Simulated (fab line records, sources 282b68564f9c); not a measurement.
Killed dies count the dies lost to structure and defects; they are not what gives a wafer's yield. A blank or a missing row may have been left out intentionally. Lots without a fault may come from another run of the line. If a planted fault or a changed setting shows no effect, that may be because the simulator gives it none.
The same fault as seen by 2 desks ; flow rit cmos ; every desk sees just its own numbers, and what lay behind them comes last

## AT THE TOOL OWNER'S DESK: iline stepper-01
The tool's own readings at RIT_NRETRO_EXPOSE_03 (exposes mask M4, target cd 43900 nm): means of the sampled wafers that have a number, for each lot that ran on this tool. A lot is out of limits, marked OUT, if its mean lies more than 4 standard deviations from the usual mean; the brackets give that distance.
Columns: A = exposure dose mJ cm2 at RIT_NRETRO_EXPOSE_03, usual 249.97
lot;first seen here;A
L430;day 2 05:50;250.03
L435;day 3 09:29;249.87
L436;day 3 15:44;250.31
L437;day 3 19:59;249.92
L442;day 4 18:19;249.82
L445;day 5 11:06;250.09
L446;day 5 15:06;249.94
L448;day 6 01:05;250.01
Finding of this desk: none of the 8 lots has anything out of limits.

## THE METROLOGY DESK
Lot by lot, what the gauges showed, no matter which tool ran the lot: averages of those sampled wafers that carry a number. A lot is out of limits, marked OUT, if its mean lies more than 4 standard deviations from the usual mean; the brackets give that distance.
Columns: A = NRETRO_OVL at RIT_NRETRO_OVL_MEAS_06, usual -1.2 nm
lot;first seen here;A
L430;day 2 06:16;1.2
L431;day 2 11:29;-1.9
L434;day 3 03:02;1.3
L435;day 3 09:55;-2.5
L436;day 3 16:10;-2.6
L437;day 3 20:25;-1.1
L438;day 4 00:47;-1.3
L442;day 4 18:44;-302.3 (-99 or more) OUT
L443;day 4 23:49;-1.4
L445;day 5 11:30;-302.1 (-99 or more) OUT
L446;day 5 15:30;-301.2 (-99 or more) OUT
L447;day 5 19:59;0.5
L448;day 6 01:31;-300.1 (-99 or more) OUT
L449;day 6 06:16;-0.9
L450;day 6 11:11;-1.9
L451;day 6 14:19;-2.3
Per this desk, out of limits: L442, L445, L446, L448; the first was L442, day 4 18:44 (NRETRO_OVL at RIT_NRETRO_OVL_MEAS_06). L430, L431, L434, L435, L436, L437, L438, L443, L447, L449, L450, L451: within limits.

## TAKEN TOGETHER
Metrology desk: alarm possible at day 4 18:44 on L442, L445, L446, L448.
The tool owner's desk saw nothing out of limits.
On record at the tool owner's desk: L442, L445, L446, L448, within its limits.
Of the lots named, all ran RIT_NRETRO_EXPOSE_03 on iline stepper-01.

## WHAT THE SIMULATOR PUT IN
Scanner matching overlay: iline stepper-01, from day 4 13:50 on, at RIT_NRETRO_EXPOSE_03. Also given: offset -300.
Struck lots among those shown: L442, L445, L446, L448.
Hours from the fault's start to each desk's first reading out of limits: the metrology desk, 5.
